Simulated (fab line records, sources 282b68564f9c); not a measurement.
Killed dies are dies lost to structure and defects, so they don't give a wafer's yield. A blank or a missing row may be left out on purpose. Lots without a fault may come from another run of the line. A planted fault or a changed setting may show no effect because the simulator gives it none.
fab line records | flow rit_cmos
record lots=14 wafers=42 last_day=7
route steps=202 shown ACTIVE@4
lots that met no fault: from a run of the same line without faults
start_h: hours from the record's first day to the start of the lot's first wafer shown | wait_h: hours since the lot's step before | " the same as in the row above | L1.1+2: a row that stands for several wafers | - no value, or no start given | * or withheld: withheld | < > ~ a bound
route shown NAME@n: a module of which the file shows steps, and the number in the route of the first | usual: mean/standard deviation of fault-free wafers | same: alike in all rows | chamber/n: place in a boat | sites: the reading at each site | _std_site: their standard deviation | _edge_site: outer sites' mean less inner sites' | radius_mm: how far each site lies from the wafer's centre | mask NAME#n: copy n | behind: the tool/chamber that last shaped the wafer | hold: why the lot was held/for how many hours/how that ended | device: the transistor (n, p or np) that didn't switch | end of line: the same wafers' tests at the end of the route | a step without rows: its recipe alone | killed: dies lost to structure and defects at the first sort, not the wafer's yield | map: a wafer's dies, x killed, . not, _ none there
set.NAME: the setting as run; set.NAME@STEP: as run at that earlier step | model.NAME: the simulator's own value behind a step, which no gauge read
steps of the route over a sample of lots; a table a step, a row a wafer
services: from which hour (start_h, from the record's first day; less than 0 if before it) a tool's chamber was out of use, for how many hours, and why
## steps
# step RIT_ACTIVE_CVD_03
# recipe material=Si3N4 target_thk_nm=150 temp_c=810 precursor=SiH2Cl2/NH3 time_s=1500 pressure_mtorr=300 sih2cl2_flow_sccm=60 nh3_flow_sccm=150
# usual spike_tc_source_C=832.0/1.5 susceptor_temp_C=810.0/0.33 zone_power_centre_pct=39.6/2.8
# columns lot.wafer tool chamber start_h wait_h spike_tc_source_C susceptor_temp_C zone_power_centre_pct
L553.2 lpcvd-02 0 12.11 0.0 831.9 810.3 36.4
L553.3 " 0 " " 835.2 810.1 36.0
L553.5 " 0 " " 833.7 809.8 36.0
L554.4 lpcvd-02 0 17.11 0.0 834.5 810.1 36.5
L554.5 " 0 " " 832.0 810.6 36.0
L554.6 " 0 " " 833.7 810.0 36.4
L555.2 lpcvd-01 0 22.11 0.0 832.2 810.2 40.3
L555.5 " 0 " " 831.9 810.3 41.0
L555.6 " 0 " " 830.4 810.3 40.6
L556.1 lpcvd-02 0 27.11 0.1 832.6 810.3 36.0
L556.4 " 0 " " 832.3 810.0 35.6
L556.5 " 0 " " 833.4 810.4 36.6
L557.1 lpcvd-01 1 32.11 0.1 830.0 809.6 39.3
L557.2 " 1 " " 829.9 809.6 39.6
L557.5 " 1 " " 831.6 810.1 39.3
L559.2 lpcvd-02 1 42.11 0.0 830.8 810.2 44.8
L559.4 " 1 " " 829.2 810.0 44.2
L559.6 " 1 " " 831.2 809.9 44.5
L561.2 lpcvd-01 1 52.11 0.0 830.8 809.9 39.5
L561.3 " 1 " " 832.2 809.8 40.3
L561.4 " 1 " " 830.8 810.3 39.8
L563.1 lpcvd-02 1 62.82 0.8 832.6 810.3 43.7
L563.3 " 1 " " 830.2 809.9 44.2
L563.4 " 1 " " 831.4 810.3 43.4
L564.1 lpcvd-02 0 67.11 0.1 833.6 810.3 36.4
L564.4 " 0 " " 834.1 810.0 35.9
L564.5 " 0 " " 835.0 810.0 35.9
L565.1 lpcvd-02 0 72.11 0.1 832.5 809.7 36.2
L565.3 " 0 " " 834.9 809.9 35.8
L565.6 " 0 " " 833.9 809.4 36.7
L566.1 lpcvd-01 1 77.13 0.1 830.7 810.1 38.7
L566.3 " 1 " " 831.0 810.4 39.7
L566.6 " 1 " " 831.5 809.9 39.2
L572.2 lpcvd-01 1 107.62 0.0 832.1 809.4 39.9
L572.3 " 1 " " 830.9 809.6 38.4
L572.6 " 1 " " 831.4 809.9 40.3
L573.2 lpcvd-01 1 112.25 0.0 831.5 809.8 39.2
L573.4 " 1 " " 830.5 809.8 39.1
L573.5 " 1 " " 831.5 809.9 39.6
L576.3 lpcvd-01 1 127.11 0.0 831.2 810.1 39.2
L576.5 " 1 " " 832.7 809.7 39.6
L576.6 " 1 " " 830.6 809.4 39.3
# step RIT_ACTIVE_THK_MEAS_04
# recipe reads=Si3N4_of_ACTIVE_CVD_03
# usual ACTIVE_NITRIDE_THK=149.8/1.2
# columns lot.wafer tool chamber start_h wait_h ACTIVE_NITRIDE_THK[nm]
L553.2 film_metro-02 - 13.54 0.0 148.0
L553.3 " - " " 146.9
L553.5 " - " " 147.6
L554.4 film_metro-03 - 18.56 0.0 148.0
L554.5 " - " " 148.3
L554.6 " - " " 148.2
L555.2 film_metro-02 - 23.54 0.0 151.0
L555.5 " - " " 149.7
L555.6 " - " " 149.9
L556.1 film_metro-04 - 28.53 0.0 148.5
L556.4 " - " " 149.7
L556.5 " - " " 148.3
L557.1 film_metro-03 - 33.53 0.0 149.1
L557.2 " - " " 148.2
L557.5 " - " " 148.0
L559.2 film_metro-03 - 43.54 0.0 150.3
L559.4 " - " " 152.0
L559.6 " - " " 150.8
L561.2 film_metro-04 - 53.54 0.0 149.3
L561.3 " - " " 149.1
L561.4 " - " " 149.6
L563.1 film_metro-04 - 64.24 0.0 150.1
L563.3 " - " " 150.9
L563.4 " - " " 150.5
L564.1 film_metro-04 - 68.53 0.0 231.3
L564.4 " - " " 229.8
L564.5 " - " " 230.6
L565.1 film_metro-04 - 73.53 0.0 232.5
L565.3 " - " " 232.4
L565.6 " - " " 232.6
L566.1 film_metro-03 - 79.25 0.0 150.3
L566.3 " - " " 148.1
L566.6 " - " " 147.4
L572.2 film_metro-04 - 109.05 0.0 148.9
L572.3 " - " " 149.2
L572.6 " - " " 149.6
L573.2 film_metro-04 - 113.67 0.0 150.1
L573.4 " - " " 149.3
L573.5 " - " " 148.2
L576.3 film_metro-03 - 128.55 0.0 149.4
L576.5 " - " " 150.1
L576.6 " - " " 149.1
# step RIT_ACTIVE_ETCH_13
# recipe stop_on=SiO2 chemistry=SF6 target=Si3N4 time_s=210 over_etch_frac=0.4 SF6_flow_sccm=200 pressure_mtorr=260 rf_w=125 target_depth_a=2100
# usual drypump_motor_current_A=5.4/0.41 oes_product_au=0.817/0.011 throttle_valve_pct=7.53/0.11
# columns lot.wafer tool chamber start_h wait_h drypump_motor_current_A oes_product_au rf_hours_counter_h throttle_valve_pct
L553.2 rie_diel-01 2 14.71 0.1 5.5 0.810 80 7.68
L553.3 " 0 " " 5.7 0.804 19 7.33
L553.5 " 2 " " 5.5 0.815 - 7.67
L554.4 rie_diel-03 1 19.83 0.1 5.5 0.823 145 7.37
L554.5 " 2 " " 5.1 0.811 - 7.49
L554.6 " 1 " " 5.5 0.810 - 7.37
L555.2 rie_diel-02 3 24.71 0.1 5.3 0.820 4 7.64
L555.5 " 3 " " 5.3 0.809 - 7.65
L555.6 " 0 " " 5.2 0.843 - 7.56
L556.1 rie_diel-02 0 29.85 0.1 5.2 0.845 1 7.54
L556.4 " 2 " " 5.4 0.814 - 7.55
L556.5 " 3 " " 5.3 0.805 - 7.64
L557.1 rie_diel-01 1 34.83 0.1 5.8 0.815 161 7.60
L557.2 " 3 " " 5.5 0.791 121 7.55
L557.5 " 1 " " 5.8 0.808 - 7.61
L559.2 rie_diel-02 3 44.89 0.1 5.3 0.810 4 7.65
L559.4 " 1 " " 4.7 0.821 162 7.36
L559.6 " 3 " " 5.3 0.819 - 7.64
L561.2 rie_diel-03 3 54.71 0.1 6.5 0.808 14 7.64
L561.3 " 0 " " 5.0 0.804 30 7.55
L561.4 " 1 " " 5.5 0.821 146 7.35
L563.1 rie_diel-02 2 65.42 0.1 5.4 0.809 101 7.53
L563.3 " 3 " " 5.3 0.824 4 7.64
L563.4 " 0 " " 5.2 0.843 1 7.53
L564.1 rie_diel-01 0 69.92 0.1 5.7 0.970 20 7.33
L564.4 " 2 " " 5.4 0.996 81 7.68
L564.5 " 0 " " 5.7 0.975 - 7.34
L565.1 rie_diel-03 3 74.83 0.1 6.6 1.011 15 7.67
L565.3 " 2 " " 5.1 0.972 66 7.51
L565.6 " 2 " " 5.1 0.985 - 7.49
L566.1 rie_diel-02 1 80.78 0.1 4.7 0.816 162 7.34
L566.3 " 0 " " 5.2 0.839 2 7.54
L566.6 " 2 " " 5.4 0.805 - 7.52
L572.2 rie_diel-03 2 110.22 0.1 5.1 0.811 67 7.50
L572.3 " 0 " " 5.0 0.812 32 7.56
L572.6 " 1 " " 5.5 0.821 - 7.34
L573.2 rie_diel-02 0 114.91 0.1 5.2 0.833 2 7.55
L573.4 " 2 " " 5.4 0.817 102 7.52
L573.5 " 3 " " 5.3 0.806 - 7.66
L576.3 rie_diel-02 0 129.85 0.1 5.2 0.841 3 7.56
L576.5 " 3 " " 5.3 0.813 - 7.64
L576.6 " 2 " " 5.4 0.809 - 7.54
## services
# columns tool chamber start_h hours kind
rie_diel-02 1 28.45 5.9 repair
rie_diel-03 2 35.07 3.8 repair
rie_diel-03 1 60.53 17.7 repair
rie_diel-02 1 82.89 - clean
rie_diel-02 1 82.89 17.1 scheduled_down
rie_diel-02 1 82.89 17.1 vent_cycle
rie_diel-01 1 91.23 - clean
rie_diel-01 1 91.23 23.0 scheduled_down
rie_diel-01 1 91.23 23.0 vent_cycle
rie_diel-02 2 96.00 14.4 repair
rie_diel-02 - 117.91 2.8 pm
rie_diel-03 2 119.95 2.7 repair
rie_diel-03 3 123.51 4.8 repair
## key
first_sign step=RIT_ACTIVE_THK_MEAS_04 reading=ACTIVE_NITRIDE_THK direction=up sigmas=71 usual=149.8 struck=231.5
effect step=RIT_ACTIVE_ETCH_13 reading=oes_product_au direction=up sigmas=16 usual=0.817 struck=0.985
met_at RIT_ACTIVE_CVD_03
struck_lots L564,L565
later_rows_left_out L564.1,L564.4,L564.5,L565.1,L565.3,L565.6
sort_left_out L564.1,L564.4,L564.5,L565.1,L565.3,L565.6
tester_left_out L564,L565
onset_between 62.82 67.11
fault kind=process_parameter_drift tool=lpcvd-02 chamber=- onset_h=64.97 steps=RIT_ACTIVE_CVD_03 channel=target_thk_nm offset=81.461 shape=step end_h=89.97 acts_in=these_recipes_only stated=150
# tester_left_out: of these lots the tester's yield and bins aren't shown, on N5 and GAA mostly nor the transistor test; their killed dies are dies lost to structure and defects alone, not to doping, threshold or leakage, so they don't give the yield
# sort_left_out: the simulated sort isn't trusted on such a fault, so these wafers' sort isn't shown, and their yield isn't known
# later_rows_left_out: the simulator's readings of these wafers behind a module that went badly wrong aren't trusted and aren't shown, but for the sort
